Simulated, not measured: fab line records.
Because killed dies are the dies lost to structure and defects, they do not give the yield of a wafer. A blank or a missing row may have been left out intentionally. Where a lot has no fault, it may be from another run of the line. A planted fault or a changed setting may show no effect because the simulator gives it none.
fab line records :: flow berkeleyCmos170
record:
  lots: 5
  wafers: 15
  lastDay: 12
route steps=331 shown M2@272
lots untouched by any fault: they come from a run of this same line in which no faults occurred
startH: the number of hours between the record's first day and the start of the first shown wafer of the lot :: waitH: hours since the lot's step before :: " repeats the value in the row above :: L1.1+2: one row covering several wafers at once :: - either no value or no given start :: * or withheld: withheld :: < > ~ a bound
route shown NAME@n: NAME is a module with steps in the file, n the number in the route of the first one :: usual: mean/standard deviation of fault-free wafers :: same: alike in all rows :: chamber/n: place in a boat :: sites: per-site readings :: _std_site: how widely they spread, as a standard deviation :: _edge_site: inner sites' mean taken away from outer sites' mean :: radiusMm: how far each site lies from the wafer's centre :: mask NAME#n: copy n :: behind: the tool/chamber that last shaped the wafer :: hold: what put the lot on hold/how long, in hours/how the hold closed :: device: the transistor (n, p or np) that didn't switch :: end of line: tests run on the same wafers once the route is complete :: a step with no rows: only its recipe :: killed: dies lost to structure and defects at the first sort, not the wafer's yield :: map: shows each die of a wafer: x if killed, . if not, _ if none is there
set.NAME: the setting as run; set.NAME@STEP: as run at that earlier step :: model.NAME: the simulator's own value behind a step, which no gauge read
certain route steps with their lots: each step a table, each wafer a row
services: when a tool's chamber went out of use (startH, in hours from the record's first day, below 0 if earlier), for how many hours, and the reason
== steps ==
step: UCB170_M2_SPUTTER_01
recipe:
  material: Al
  targetThkNm: 900
  timeS: 120
  powerW: 6000
  chamberPressurePa: 0.5
usual:
  throttleValvePct: 29.8/1
lot.wafer: L076.2
tool: pvdSputter-03
chamber: -
startH: 188.10
waitH: 0.0
throttleValvePct: 31.4

lot.wafer: L076.3
tool: pvdSputter-03
chamber: -
startH: 188.10
waitH: 0.0
throttleValvePct: 29.6

lot.wafer: L076.5
tool: pvdSputter-03
chamber: -
startH: 188.10
waitH: 0.0
throttleValvePct: 31.7

lot.wafer: L078.1
tool: pvdSputter-01
chamber: -
startH: 195.47
waitH: 0.0
throttleValvePct: 29.6

lot.wafer: L078.3
tool: pvdSputter-01
chamber: -
startH: 195.47
waitH: 0.0
throttleValvePct: 30.7

lot.wafer: L078.5
tool: pvdSputter-01
chamber: -
startH: 195.47
waitH: 0.0
throttleValvePct: 28.4

lot.wafer: L085.1
tool: pvdSputter-01
chamber: -
startH: 230.33
waitH: 0.0
throttleValvePct: 30.8

lot.wafer: L085.4
tool: pvdSputter-01
chamber: -
startH: 230.33
waitH: 0.0
throttleValvePct: 27.9

lot.wafer: L085.6
tool: pvdSputter-01
chamber: -
startH: 230.33
waitH: 0.0
throttleValvePct: 28.5

lot.wafer: L088.2
tool: pvdSputter-02
chamber: -
startH: 256.33
waitH: 0.0
throttleValvePct: 29.9

lot.wafer: L088.4
tool: pvdSputter-02
chamber: -
startH: 256.33
waitH: 0.0
throttleValvePct: 28.9

lot.wafer: L088.6
tool: pvdSputter-02
chamber: -
startH: 256.33
waitH: 0.0
throttleValvePct: 31.2

lot.wafer: L095.2
tool: pvdSputter-03
chamber: -
startH: 282.40
waitH: 0.0
throttleValvePct: 29.5

lot.wafer: L095.3
tool: pvdSputter-03
chamber: -
startH: 282.40
waitH: 0.0
throttleValvePct: 31.3

lot.wafer: L095.6
tool: pvdSputter-03
chamber: -
startH: 282.40
waitH: 0.0
throttleValvePct: 29.8
step: UCB170_M2_RS_MEAS_02
recipe:
  thkMeasGauge: four-point-probe
  reads: Al_of_M2_SPUTTER_01
usual:
  M2_AL_RS: 0.0322/0.00038
lot.wafer: L076.2
tool: filmMetro-02
chamber: -
startH: 188.20
waitH: 0.1
M2_AL_RS[ohm/sq]: 0.0318

lot.wafer: L076.3
tool: filmMetro-02
chamber: -
startH: 188.20
waitH: 0.1
M2_AL_RS[ohm/sq]: 0.0320

lot.wafer: L076.5
tool: filmMetro-02
chamber: -
startH: 188.20
waitH: 0.1
M2_AL_RS[ohm/sq]: 0.0318

lot.wafer: L078.1
tool: filmMetro-03
chamber: -
startH: 195.56
waitH: 0.0
M2_AL_RS[ohm/sq]: 0.0326

lot.wafer: L078.3
tool: filmMetro-03
chamber: -
startH: 195.56
waitH: 0.0
M2_AL_RS[ohm/sq]: 0.0322

lot.wafer: L078.5
tool: filmMetro-03
chamber: -
startH: 195.56
waitH: 0.0
M2_AL_RS[ohm/sq]: 0.0325

lot.wafer: L085.1
tool: filmMetro-01
chamber: -
startH: 230.42
waitH: 0.0
M2_AL_RS[ohm/sq]: 0.0324

lot.wafer: L085.4
tool: filmMetro-01
chamber: -
startH: 230.42
waitH: 0.0
M2_AL_RS[ohm/sq]: 0.0325

lot.wafer: L085.6
tool: filmMetro-01
chamber: -
startH: 230.42
waitH: 0.0
M2_AL_RS[ohm/sq]: 0.0323

lot.wafer: L088.2
tool: filmMetro-02
chamber: -
startH: 256.43
waitH: 0.1
M2_AL_RS[ohm/sq]: 0.0329

lot.wafer: L088.4
tool: filmMetro-02
chamber: -
startH: 256.43
waitH: 0.1
M2_AL_RS[ohm/sq]: 0.0323

lot.wafer: L088.6
tool: filmMetro-02
chamber: -
startH: 256.43
waitH: 0.1
M2_AL_RS[ohm/sq]: 0.0323

lot.wafer: L095.2
tool: filmMetro-03
chamber: -
startH: 282.50
waitH: 0.1
M2_AL_RS[ohm/sq]: 0.0316

lot.wafer: L095.3
tool: filmMetro-03
chamber: -
startH: 282.50
waitH: 0.1
M2_AL_RS[ohm/sq]: 0.0313

lot.wafer: L095.6
tool: filmMetro-03
chamber: -
startH: 282.50
waitH: 0.1
M2_AL_RS[ohm/sq]: 0.0322
step: UCB170_M2_THK_MEAS_03
recipe:
  thkMeasGauge: xrf
  reads: Al_of_M2_SPUTTER_01
usual:
  M2_AL_THK: 865/11
lot.wafer: L076.2
tool: filmMetro-02
chamber: -
startH: 188.31
waitH: 0.1
M2_AL_THK[nm]: 877

lot.wafer: L076.3
tool: filmMetro-02
chamber: -
startH: 188.31
waitH: 0.1
M2_AL_THK[nm]: 866

lot.wafer: L076.5
tool: filmMetro-02
chamber: -
startH: 188.31
waitH: 0.1
M2_AL_THK[nm]: 876

lot.wafer: L078.1
tool: filmMetro-03
chamber: -
startH: 195.68
waitH: 0.1
M2_AL_THK[nm]: 848

lot.wafer: L078.3
tool: filmMetro-03
chamber: -
startH: 195.68
waitH: 0.1
M2_AL_THK[nm]: 862

lot.wafer: L078.5
tool: filmMetro-03
chamber: -
startH: 195.68
waitH: 0.1
M2_AL_THK[nm]: 852

lot.wafer: L085.1
tool: filmMetro-01
chamber: -
startH: 230.54
waitH: 0.1
M2_AL_THK[nm]: 856

lot.wafer: L085.4
tool: filmMetro-01
chamber: -
startH: 230.54
waitH: 0.1
M2_AL_THK[nm]: 852

lot.wafer: L085.6
tool: filmMetro-01
chamber: -
startH: 230.54
waitH: 0.1
M2_AL_THK[nm]: 861

lot.wafer: L088.2
tool: filmMetro-02
chamber: -
startH: 256.54
waitH: 0.1
M2_AL_THK[nm]: 853

lot.wafer: L088.4
tool: filmMetro-02
chamber: -
startH: 256.54
waitH: 0.1
M2_AL_THK[nm]: 873

lot.wafer: L088.6
tool: filmMetro-02
chamber: -
startH: 256.54
waitH: 0.1
M2_AL_THK[nm]: 871

lot.wafer: L095.2
tool: filmMetro-03
chamber: -
startH: 282.61
waitH: 0.1
M2_AL_THK[nm]: 878

lot.wafer: L095.3
tool: filmMetro-03
chamber: -
startH: 282.61
waitH: 0.1
M2_AL_THK[nm]: 886

lot.wafer: L095.6
tool: filmMetro-03
chamber: -
startH: 282.61
waitH: 0.1
M2_AL_THK[nm]: 861
step: UCB170_M2_HMDS_04
recipe:
  primeTimeS: 60
  primeTempC: 100
usual:
  chillPlateTempC: 23.01/0.1
lot.wafer: L076.2
tool: lithoTrack-03
chamber: 0
startH: 188.39
waitH: 0.1
chillPlateTempC: 23.07

lot.wafer: L076.3
tool: lithoTrack-03
chamber: 0
startH: 188.39
waitH: 0.1
chillPlateTempC: 23.04

lot.wafer: L076.5
tool: lithoTrack-03
chamber: 0
startH: 188.39
waitH: 0.1
chillPlateTempC: 23.06

lot.wafer: L078.1
tool: lithoTrack-03
chamber: 0
startH: 196.10
waitH: 0.4
chillPlateTempC: 23.14

lot.wafer: L078.3
tool: lithoTrack-03
chamber: 0
startH: 196.10
waitH: 0.4
chillPlateTempC: 23.03

lot.wafer: L078.5
tool: lithoTrack-03
chamber: 0
startH: 196.10
waitH: 0.4
chillPlateTempC: 23.18

lot.wafer: L085.1
tool: lithoTrack-03
chamber: 0
startH: 230.60
waitH: 0.1
chillPlateTempC: 22.95

lot.wafer: L085.4
tool: lithoTrack-03
chamber: 0
startH: 230.60
waitH: 0.1
chillPlateTempC: 22.97

lot.wafer: L085.6
tool: lithoTrack-03
chamber: 0
startH: 230.60
waitH: 0.1
chillPlateTempC: 23.04

lot.wafer: L088.2
tool: lithoTrack-01
chamber: 0
startH: 256.68
waitH: 0.1
chillPlateTempC: 23.16

lot.wafer: L088.4
tool: lithoTrack-01
chamber: 0
startH: 256.68
waitH: 0.1
chillPlateTempC: 23.15

lot.wafer: L088.6
tool: lithoTrack-01
chamber: 0
startH: 256.68
waitH: 0.1
chillPlateTempC: 22.97

lot.wafer: L095.2
tool: lithoTrack-03
chamber: 0
startH: 282.69
waitH: 0.1
chillPlateTempC: 22.95

lot.wafer: L095.3
tool: lithoTrack-03
chamber: 0
startH: 282.69
waitH: 0.1
chillPlateTempC: 22.90

lot.wafer: L095.6
tool: lithoTrack-03
chamber: 0
startH: 282.69
waitH: 0.1
chillPlateTempC: 22.92
step: UCB170_M2_COAT_05
recipe:
  resist: KrF
  spinRpm: 1500
  resistThkNm: 900
usual:
  chillPlateTempC: 23.00/0.1
lot.wafer: L076.2
tool: lithoTrack-03
chamber: 0
startH: 188.54
waitH: 0.1
chillPlateTempC: 22.94

lot.wafer: L076.3
tool: lithoTrack-03
chamber: 0
startH: 188.54
waitH: 0.1
chillPlateTempC: 22.92

lot.wafer: L076.5
tool: lithoTrack-03
chamber: 0
startH: 188.54
waitH: 0.1
chillPlateTempC: 22.84

lot.wafer: L078.1
tool: lithoTrack-03
chamber: 0
startH: 196.25
waitH: 0.1
chillPlateTempC: 23.04

lot.wafer: L078.3
tool: lithoTrack-03
chamber: 0
startH: 196.25
waitH: 0.1
chillPlateTempC: 23.04

lot.wafer: L078.5
tool: lithoTrack-03
chamber: 0
startH: 196.25
waitH: 0.1
chillPlateTempC: 22.91

lot.wafer: L085.1
tool: lithoTrack-03
chamber: 0
startH: 230.75
waitH: 0.1
chillPlateTempC: 23.23

lot.wafer: L085.4
tool: lithoTrack-03
chamber: 0
startH: 230.75
waitH: 0.1
chillPlateTempC: 23.21

lot.wafer: L085.6
tool: lithoTrack-03
chamber: 0
startH: 230.75
waitH: 0.1
chillPlateTempC: 23.22

lot.wafer: L088.2
tool: lithoTrack-01
chamber: 0
startH: 256.83
waitH: 0.1
chillPlateTempC: 22.86

lot.wafer: L088.4
tool: lithoTrack-01
chamber: 0
startH: 256.83
waitH: 0.1
chillPlateTempC: 22.87

lot.wafer: L088.6
tool: lithoTrack-01
chamber: 0
startH: 256.83
waitH: 0.1
chillPlateTempC: 22.93

lot.wafer: L095.2
tool: lithoTrack-03
chamber: 0
startH: 282.84
waitH: 0.1
chillPlateTempC: 23.02

lot.wafer: L095.3
tool: lithoTrack-03
chamber: 0
startH: 282.84
waitH: 0.1
chillPlateTempC: 23.04

lot.wafer: L095.6
tool: lithoTrack-03
chamber: 0
startH: 282.84
waitH: 0.1
chillPlateTempC: 22.88
step: UCB170_M2_SOFTBAKE_06
recipe:
  resist: KrF
  tempC: 130
  timeS: 60
usual:
  chillPlateTempC: 22.97/0.098
lot.wafer: L076.2
tool: lithoTrack-03
chamber: 0
startH: 188.69
waitH: 0.1
chillPlateTempC: 22.98

lot.wafer: L076.3
tool: lithoTrack-03
chamber: 0
startH: 188.69
waitH: 0.1
chillPlateTempC: 22.97

lot.wafer: L076.5
tool: lithoTrack-03
chamber: 0
startH: 188.69
waitH: 0.1
chillPlateTempC: 23.05

lot.wafer: L078.1
tool: lithoTrack-03
chamber: 0
startH: 196.40
waitH: 0.1
chillPlateTempC: 22.92

lot.wafer: L078.3
tool: lithoTrack-03
chamber: 0
startH: 196.40
waitH: 0.1
chillPlateTempC: 23.03

lot.wafer: L078.5
tool: lithoTrack-03
chamber: 0
startH: 196.40
waitH: 0.1
chillPlateTempC: 22.88

lot.wafer: L085.1
tool: lithoTrack-03
chamber: 0
startH: 230.90
waitH: 0.1
chillPlateTempC: 23.06

lot.wafer: L085.4
tool: lithoTrack-03
chamber: 0
startH: 230.90
waitH: 0.1
chillPlateTempC: 23.15

lot.wafer: L085.6
tool: lithoTrack-03
chamber: 0
startH: 230.90
waitH: 0.1
chillPlateTempC: 23.07

lot.wafer: L088.2
tool: lithoTrack-01
chamber: 0
startH: 256.98
waitH: 0.1
chillPlateTempC: 23.07

lot.wafer: L088.4
tool: lithoTrack-01
chamber: 0
startH: 256.98
waitH: 0.1
chillPlateTempC: 23.05

lot.wafer: L088.6
tool: lithoTrack-01
chamber: 0
startH: 256.98
waitH: 0.1
chillPlateTempC: 23.19

lot.wafer: L095.2
tool: lithoTrack-03
chamber: 0
startH: 282.99
waitH: 0.1
chillPlateTempC: 22.79

lot.wafer: L095.3
tool: lithoTrack-03
chamber: 0
startH: 282.99
waitH: 0.1
chillPlateTempC: 23.01

lot.wafer: L095.6
tool: lithoTrack-03
chamber: 0
startH: 282.99
waitH: 0.1
chillPlateTempC: 22.83
step: UCB170_M2_STRIP_07
recipe:
  chemistry: O2
  powerW: 400
  pressureMtorr: 3500
  platenTempC: withheld
  o2FlowSccm: 400
  overashFraction: 0.5
usual:
  drypumpMotorCurrentA: 5.5/0.66
  oesProductAu: 0.735/0.0045
  stripTimeToEndpointS: 21.95/0.068
same:
  overashFraction: 0.5
lot.wafer: L076.2
tool: plasmaAsher-04
chamber: 1
startH: 188.81
waitH: 0.1
drypumpMotorCurrentA: 5.4
oesProductAu: 0.733
rfHoursCounterH: 41
stripTimeToEndpointS: 21.96

lot.wafer: L076.3
tool: plasmaAsher-04
chamber: 1
startH: 188.81
waitH: 0.1
drypumpMotorCurrentA: 5.4
oesProductAu: 0.734
rfHoursCounterH: -
stripTimeToEndpointS: 21.95

lot.wafer: L076.5
tool: plasmaAsher-04
chamber: 1
startH: 188.81
waitH: 0.1
drypumpMotorCurrentA: 5.4
oesProductAu: 0.733
rfHoursCounterH: -
stripTimeToEndpointS: 21.99

lot.wafer: L078.1
tool: plasmaAsher-04
chamber: 1
startH: 196.55
waitH: 0.1
drypumpMotorCurrentA: 5.4
oesProductAu: 0.737
rfHoursCounterH: 42
stripTimeToEndpointS: 21.88

lot.wafer: L078.3
tool: plasmaAsher-04
chamber: 1
startH: 196.55
waitH: 0.1
drypumpMotorCurrentA: 5.4
oesProductAu: 0.739
rfHoursCounterH: -
stripTimeToEndpointS: 21.88

lot.wafer: L078.5
tool: plasmaAsher-04
chamber: 1
startH: 196.55
waitH: 0.1
drypumpMotorCurrentA: 5.4
oesProductAu: 0.742
rfHoursCounterH: -
stripTimeToEndpointS: 21.95

lot.wafer: L085.1
tool: plasmaAsher-03
chamber: 0
startH: 231.05
waitH: 0.1
drypumpMotorCurrentA: 6.6
oesProductAu: 0.731
rfHoursCounterH: 46
stripTimeToEndpointS: 22.05

lot.wafer: L085.4
tool: plasmaAsher-03
chamber: 0
startH: 231.05
waitH: 0.1
drypumpMotorCurrentA: 6.6
oesProductAu: 0.738
rfHoursCounterH: -
stripTimeToEndpointS: 22.03

lot.wafer: L085.6
tool: plasmaAsher-03
chamber: 1
startH: 231.05
waitH: 0.1
drypumpMotorCurrentA: 4.9
oesProductAu: 0.733
rfHoursCounterH: -
stripTimeToEndpointS: 22.00

lot.wafer: L088.2
tool: plasmaAsher-04
chamber: 0
startH: 257.11
waitH: 0.1
drypumpMotorCurrentA: 5.0
oesProductAu: 0.729
rfHoursCounterH: 49
stripTimeToEndpointS: 21.85

lot.wafer: L088.4
tool: plasmaAsher-04
chamber: 1
startH: 257.11
waitH: 0.1
drypumpMotorCurrentA: 5.4
oesProductAu: 0.736
rfHoursCounterH: -
stripTimeToEndpointS: 21.81

lot.wafer: L088.6
tool: plasmaAsher-04
chamber: 1
startH: 257.11
waitH: 0.1
drypumpMotorCurrentA: 5.4
oesProductAu: 0.733
rfHoursCounterH: -
stripTimeToEndpointS: 21.90

lot.wafer: L095.2
tool: plasmaAsher-04
chamber: 0
startH: 283.12
waitH: 0.1
drypumpMotorCurrentA: 5.0
oesProductAu: 0.726
rfHoursCounterH: 52
stripTimeToEndpointS: 21.91

lot.wafer: L095.3
tool: plasmaAsher-04
chamber: 0
startH: 283.12
waitH: 0.1
drypumpMotorCurrentA: 5.1
oesProductAu: 0.739
rfHoursCounterH: -
stripTimeToEndpointS: 21.99

lot.wafer: L095.6
tool: plasmaAsher-04
chamber: 0
startH: 283.12
waitH: 0.1
drypumpMotorCurrentA: 5.1
oesProductAu: 0.738
rfHoursCounterH: -
stripTimeToEndpointS: 22.00
== services ==
tool: pvdSputter-01
chamber: -
startH: 180.92
hours: 2.7
kind: repair

tool: pvdSputter-02
chamber: -
startH: 210.82
hours: 9.0
kind: repair

tool: plasmaAsher-03
chamber: -
startH: 220.08
hours: 10.9
kind: repair
== key ==
fault none
